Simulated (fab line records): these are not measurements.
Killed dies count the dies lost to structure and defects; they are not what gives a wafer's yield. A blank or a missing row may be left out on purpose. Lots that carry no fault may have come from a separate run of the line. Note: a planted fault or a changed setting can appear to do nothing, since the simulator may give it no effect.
Shared-tool check + flow berkeley_cmos170 + Lots sampled 14, wafers sampled 42

== THE REASON FOR OPENING IT ==
At UCB170_V1_THK_MEAS_01 the reading V1_TEOS_THK is flagged on 2 of 14 lots. No-fault wafers: 1992 nm, standard deviation 23.
Rule: flag the lot when none of its wafers has a number, or when each of its wafers that has one lies beyond 4 standard deviations from that mean. As for the other lots, they are considered sound.

| lot  | measured     | on            | V1_TEOS_THK (nm), wafer by wafer | flag    |
|------|--------------|---------------|----------------------------------|---------|
| L973 | day 8 14:28  | film_metro-02 | 1970 1955 1992                   |         |
| L974 | day 8 17:08  | film_metro-03 | 2000 1980 2005                   |         |
| L975 | day 8 20:03  | film_metro-02 | 1968 2016 2015                   |         |
| L976 | day 8 21:22  | film_metro-02 | 1979 1985 1971                   |         |
| L980 | day 9 19:31  | film_metro-02 | 1981 2026 1999                   |         |
| L977 | day 9 20:47  | film_metro-04 | 1966 1998 1991                   |         |
| L979 | day 9 20:49  | film_metro-03 | 2014 1984 1999                   |         |
| L982 | day 10 15:35 | film_metro-02 | 3945 4049 4016                   | FLAGGED |
| L985 | day 11 10:21 | film_metro-03 | 3903 3974 3946                   | FLAGGED |
| L990 | day 12 23:35 | film_metro-03 | 1997 1972 2009                   |         |
| L993 | day 12 23:35 | film_metro-04 | 1984 2015 2015                   |         |
| L994 | day 12 23:44 | film_metro-03 | 1987 1964 2006                   |         |
| L996 | day 13 08:52 | film_metro-03 | 1984 1986 2015                   |         |
| L995 | day 13 12:43 | film_metro-02 | 1947 1965 1999                   |         |
On average the flagged lots' numbers are 3972 nm, which is +1980 nm against the usual, or +86 standard deviations.

== WHICH TOOL RAN EACH LOT ==
The record holds 3 process steps before the reading, out of a route of 331 steps. In each cell: the tool, then ch and the chambers that the sampled wafers went through, then the start.
| lot  | flag    | UCB170_SDANNEAL_RTA_01           | UCB170_CONTACT_ETCH_17             | UCB170_V1_CVD_00                |
|------|---------|----------------------------------|------------------------------------|---------------------------------|
| L973 |         | rtp_anneal-01 ch 0, day 8 04:47  | rie_diel-03 ch 0,2,3, day 8 09:46  | pecvd-02 ch 0,1,2, day 8 14:19  |
| L974 |         | rtp_anneal-01 ch 0, day 8 05:14  | rie_diel-04 ch 0,1,3, day 8 11:55  | pecvd-02 ch 0,1, day 8 16:58    |
| L975 |         | rtp_anneal-02 ch 0, day 8 10:45  | rie_diel-04 ch 0,1,2, day 8 16:07  | pecvd-02 ch 0,1, day 8 19:53    |
| L976 |         | rtp_anneal-01 ch 0, day 8 11:11  | rie_diel-03 ch 2,3, day 8 16:45    | pecvd-03 ch 0,1,2, day 8 21:13  |
| L980 |         | rtp_anneal-01 ch 0, day 9 07:44  | rie_diel-02 ch 1,2,3, day 9 15:40  | pecvd-02 ch 0,2, day 9 19:17    |
| L977 |         | rtp_anneal-02 ch 0, day 9 08:14  | rie_diel-04 ch 0,2,3, day 9 15:49  | pecvd-03 ch 1,2, day 9 20:37    |
| L979 |         | rtp_anneal-01 ch 0, day 9 08:20  | rie_diel-03 ch 1,2,3, day 9 16:04  | pecvd-04 ch 0,1,2, day 9 20:42  |
| L982 | FLAGGED | rtp_anneal-02 ch 0, day 10 04:26 | rie_diel-04 ch 0,1,2, day 10 10:01 | pecvd-02 ch 1,2, day 10 15:05   |
| L985 | FLAGGED | rtp_anneal-02 ch 0, day 10 22:59 | rie_diel-02 ch 0,2,3, day 11 04:58 | pecvd-03 ch 1,2, day 11 09:51   |
| L990 |         | rtp_anneal-02 ch 0, day 12 11:05 | rie_diel-03 ch 0,2,3, day 12 18:16 | pecvd-02 ch 0,1,2, day 12 23:26 |
| L993 |         | rtp_anneal-01 ch 0, day 12 11:38 | rie_diel-02 ch 0,3, day 12 18:38   | pecvd-04 ch 0,1,2, day 12 23:26 |
| L994 |         | rtp_anneal-02 ch 0, day 12 12:16 | rie_diel-02 ch 1,3, day 12 18:59   | pecvd-02 ch 0,2, day 12 23:35   |
| L996 |         | rtp_anneal-01 ch 0, day 12 22:24 | rie_diel-02 ch 0,1,3, day 13 03:11 | pecvd-03 ch 0,2, day 13 08:43   |
| L995 |         | rtp_anneal-02 ch 0, day 12 22:58 | rie_diel-03 ch 1,3, day 13 06:41   | pecvd-04 ch 1,2, day 13 12:26   |
What the steps here do:
- UCB170_SDANNEAL_RTA_01: time 5 s.
- UCB170_CONTACT_ETCH_17: etches BARC in N2/H2.
- UCB170_V1_CVD_00: deposits SiO2 from TEOS/O2, target thk 2000 nm, time 250 s.
- UCB170_V1_THK_MEAS_01

== FLAGGED OVER TOTAL, TOOL BY TOOL (the gauges that took the reading come last) ==
| step                   | tool          | lots run | flagged | share of the flagged lots | sound lots run after its first flagged lot |
|------------------------|---------------|----------|---------|---------------------------|--------------------------------------------|
| UCB170_SDANNEAL_RTA_01 | rtp_anneal-01 | 7        | 0       | none                      | -                                          |
| UCB170_SDANNEAL_RTA_01 | rtp_anneal-02 | 7        | 2       | all                       | 3 (L990,L994,L995)                         |
| UCB170_CONTACT_ETCH_17 | rie_diel-02   | 5        | 1       | some                      | 3 (L993,L994,L996)                         |
| UCB170_CONTACT_ETCH_17 | rie_diel-03   | 5        | 0       | none                      | -                                          |
| UCB170_CONTACT_ETCH_17 | rie_diel-04   | 4        | 1       | some                      | 0                                          |
| UCB170_V1_CVD_00       | pecvd-02      | 7        | 1       | some                      | 2 (L990,L994)                              |
| UCB170_V1_CVD_00       | pecvd-03      | 4        | 1       | some                      | 1 (L996)                                   |
| UCB170_V1_CVD_00       | pecvd-04      | 3        | 0       | none                      | -                                          |
| UCB170_V1_THK_MEAS_01  | film_metro-02 | 6        | 1       | some                      | 1 (L995)                                   |
| UCB170_V1_THK_MEAS_01  | film_metro-03 | 6        | 1       | some                      | 3 (L990,L994,L996)                         |
| UCB170_V1_THK_MEAS_01  | film_metro-04 | 2        | 0       | none                      | -                                          |

== WHAT THE TABLE ALLOWS ==
1 row of the table ran every flagged lot: rtp_anneal-02 at UCB170_SDANNEAL_RTA_01.
- rtp_anneal-02 at UCB170_SDANNEAL_RTA_01: 2 of its 7 lots flagged. Lots that were sound ran on it after the first flagged one (L990, L994, L995); a persistent fault on the entire tool would not allow that.
Not one row of the table ran every flagged lot while running no sound lot after the first.

== WHAT WAS PUT IN BY THE SIMULATOR ==
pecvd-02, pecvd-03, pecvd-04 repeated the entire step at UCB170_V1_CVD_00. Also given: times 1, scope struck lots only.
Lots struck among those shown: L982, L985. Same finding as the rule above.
